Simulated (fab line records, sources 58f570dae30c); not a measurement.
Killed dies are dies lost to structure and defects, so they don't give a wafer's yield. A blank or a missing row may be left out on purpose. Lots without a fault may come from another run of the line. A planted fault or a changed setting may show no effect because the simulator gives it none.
One fault seen from 2 desks | flow berkeley_cmos170 | each desk has only its own numbers; what lay behind them comes last

THE TOOL OWNER'S DESK: rie_si-02
The tool's own readings at UCB170_GATE_ETCH_15 (etches poly-Si in HBr/Cl2, stops on SiO2, time 56.3 s, target depth 278.2 nm): means of the sampled wafers that have a number, for each lot that ran on this tool. A lot is out of limits, marked OUT, if its mean lies more than 4 standard deviations from the usual mean; the brackets give that distance.
Columns: A = drypump_motor_current_A at UCB170_GATE_ETCH_15, usual 5.5 A; B = oes_product_au at UCB170_GATE_ETCH_15, usual 0.837 a.u.; C = run_length_s at UCB170_GATE_ETCH_15, usual 84.7 s; D = throttle_valve_pct at UCB170_GATE_ETCH_15, usual 26.33 %
lot  | first seen here | A   | B               | C              | D
L522 | day 5 20:36     | 5.6 | 0.852           | 84.6           | 26.31
L523 | day 5 20:55     | 5.7 | 0.836           | 84.6           | 26.42
L528 | day 6 20:25     | 5.7 | 0.846           | 84.5           | 26.29
L525 | day 6 20:46     | 5.9 | 0.843           | 84.9           | 26.28
L530 | day 8 00:11     | 5.6 | 0.839           | 84.2           | 26.41
L534 | day 8 03:12     | 5.6 | 1.011 (+17) OUT | 73.9 (-23) OUT | 26.30
L537 | day 8 22:51     | 5.6 | 1.015 (+18) OUT | 73.7 (-23) OUT | 26.41
L535 | day 9 03:08     | 5.8 | 1.013 (+18) OUT | 74.3 (-22) OUT | 26.29
This desk's finding: out of limits on L534, L535, L537; first on L534, day 8 03:12 (oes_product_au at UCB170_GATE_ETCH_15). In limits: L522, L523, L528, L525, L530.

THE METROLOGY DESK
What the gauges read, lot by lot, whatever tool the lot ran on: means of the sampled wafers that have a number. A lot is out of limits, marked OUT, if its mean lies more than 4 standard deviations from the usual mean; the brackets give that distance.
Columns: A = PWELL_OVL at UCB170_PWELL_OVL_MEAS_13, usual -4 nm; B = NSD_OVL at UCB170_NSD_OVL_MEAS_07, usual 0 nm
lot  | first seen here | A   | B
L523 | day 3 02:37     | -3  | -4
L522 | day 3 02:44     | -4  | -6
L524 | day 3 05:12     | 2   | 8
L525 | day 3 19:26     | -2  | -1
L527 | day 4 04:04     | -3  | -5
L528 | day 4 04:13     | -5  | -1
L530 | day 4 22:28     | -11 | -3
L531 | day 5 01:29     | -5  | -1
L534 | day 5 11:43     | -6  | -7
L537 | day 5 23:12     | -7  | -3
L535 | day 5 23:26     | -1  | -1
L542 | day 7 00:17     | -5  | 4
L544 | day 7 12:47     | -1  | -3
L543 | day 7 17:44     | -12 | 0
L545 | day 7 17:52     | -2  | 4
This desk's finding: nothing out of limits on any of the 15 lots.

PUT TOGETHER
The tool owner's desk could have raised an alarm at day 8 03:12, on L534, L535, L537.
The metrology desk saw nothing out of limits.
The metrology desk has L534, L535, L537 on record, within its limits.
Of the lots named, all ran UCB170_GATE_ETCH_15 on rie_si-02.

WHAT THE SIMULATOR HAD PUT IN
Process parameter drift: rie_si-02, from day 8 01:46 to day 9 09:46, at UCB170_GATE_ETCH_15. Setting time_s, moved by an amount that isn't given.
Lots struck among those shown: L534, L535, L537.
Hours from the fault's start to each desk's first reading out of limits: the tool owner's desk, 1.
